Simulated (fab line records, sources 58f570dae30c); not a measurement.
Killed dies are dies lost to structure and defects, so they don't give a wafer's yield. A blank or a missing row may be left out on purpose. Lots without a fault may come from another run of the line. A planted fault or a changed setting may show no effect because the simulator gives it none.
Split-lot experiment | flow berkeley_cmos170 | 5 lots, 23 wafers read, on a route of 331 steps

THE SPLIT
At UCB170_NSD_PEB_04, the setting peb_temp_c was moved away from the recipe's 130 C on 7 of the 23 wafers read, by -1.6% to +2.0%. The other wafers ran this setting at the recipe's value.

FROM THE SPLIT TO THE READING: what the file shows between them, 1 step
- UCB170_NSD_DEVELOP_05: develop time 45 s

THE READING
cd_nm, in nm, at UCB170_NSD_CD_MEAS_06 (target cd 1200 nm). Fault-free wafers of this fab line usually give 1199.7 nm, standard deviation 1.6 nm.

wafer  | tool, chamber at the split | peb_temp_c as run, C | against the recipe | cd_nm, nm | against lot-mates on the recipe
L074.2 | litho_track-04, 0          | 130                  | recipe             | 1201.9    | -
L074.4 | litho_track-04, 0          | 130                  | recipe             | 1201.5    | -
L074.5 | litho_track-04, 0          | 130                  | recipe             | 1202.2    | -
L077.1 | litho_track-04, 0          | 127.9                | -1.6%              | 1183.2    | -16.6
L077.2 | litho_track-04, 0          | 127.9                | -1.6%              | 1184.3    | -15.5
L077.3 | litho_track-04, 0          | 130                  | recipe             | 1200.0    | -
L077.5 | litho_track-04, 0          | 127.9                | -1.6%              | 1183.3    | -16.5
L077.6 | litho_track-04, 0          | 130                  | recipe             | 1199.6    | -
L084.1 | litho_track-02, 0          | 130                  | recipe             | 1201.4    | -
L084.2 | litho_track-02, 0          | 132.6                | +2.0%              | 1215.0    | +13.8
L084.4 | litho_track-02, 0          | 130                  | recipe             | 1200.9    | -
L084.5 | litho_track-02, 0          | 130                  | recipe             | 1201.3    | -
L084.6 | litho_track-02, 0          | 132.6                | +2.0%              | 1217.0    | +15.8
L081.1 | litho_track-03, 0          | 130                  | recipe             | 1199.3    | -
L081.2 | litho_track-03, 0          | 130                  | recipe             | 1198.4    | -
L081.4 | litho_track-03, 0          | 130                  | recipe             | 1200.1    | -
L081.5 | litho_track-03, 0          | 130                  | recipe             | 1198.3    | -
L081.6 | litho_track-03, 0          | 130                  | recipe             | 1198.2    | -
L085.1 | litho_track-03, 0          | 130                  | recipe             | 1196.8    | -
L085.2 | litho_track-03, 0          | 128.6                | -1.1%              | 1190.2    | -7.9
L085.4 | litho_track-03, 0          | 130                  | recipe             | 1198.4    | -
L085.5 | litho_track-03, 0          | 128.6                | -1.1%              | 1188.6    | -9.5
L085.6 | litho_track-03, 0          | 130                  | recipe             | 1199.1    | -

THE FIT
A straight line over all 23 wafers: cd_nm changes by +9.06 nm for each +1% of peb_temp_c; r = +0.98; the points scatter about the line by 1.6 nm.
The same after taking each lot's own level away (the mean of its wafers on the recipe; 23 wafers): +8.54 nm for each +1%; r = +0.99; scatter 1.3 nm.
On that fit, the largest move of peb_temp_c shifts the reading by 17 nm.
The lots' own levels span 1198.10 to 1201.87 nm, that is 2.4 times the standard deviation above.
So the lot-to-lot level changes the slope little: the two slopes agree.
Check: with one of the wafers moved furthest among these (+2.0%) left out of the fit, the line predicts +17.8 nm for it against its lot-mates. It came out at +13.8 nm against them.

OTHER SPLITS ON THESE WAFERS
These wafers also went through other splits before the reading. Each is held against what the fit with the lots' levels taken away leaves over:
other split on the same wafers | wafers away from the commonest value | r with cd_nm (lot level and that fit taken away)
UCB170_PSD_EXPOSE_03 dose_mj   | 7                                    | +0.07

THE FILE'S OWN FIT
cd_nm changes by +8.39 nm for each +1% of peb_temp_c, r = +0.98.
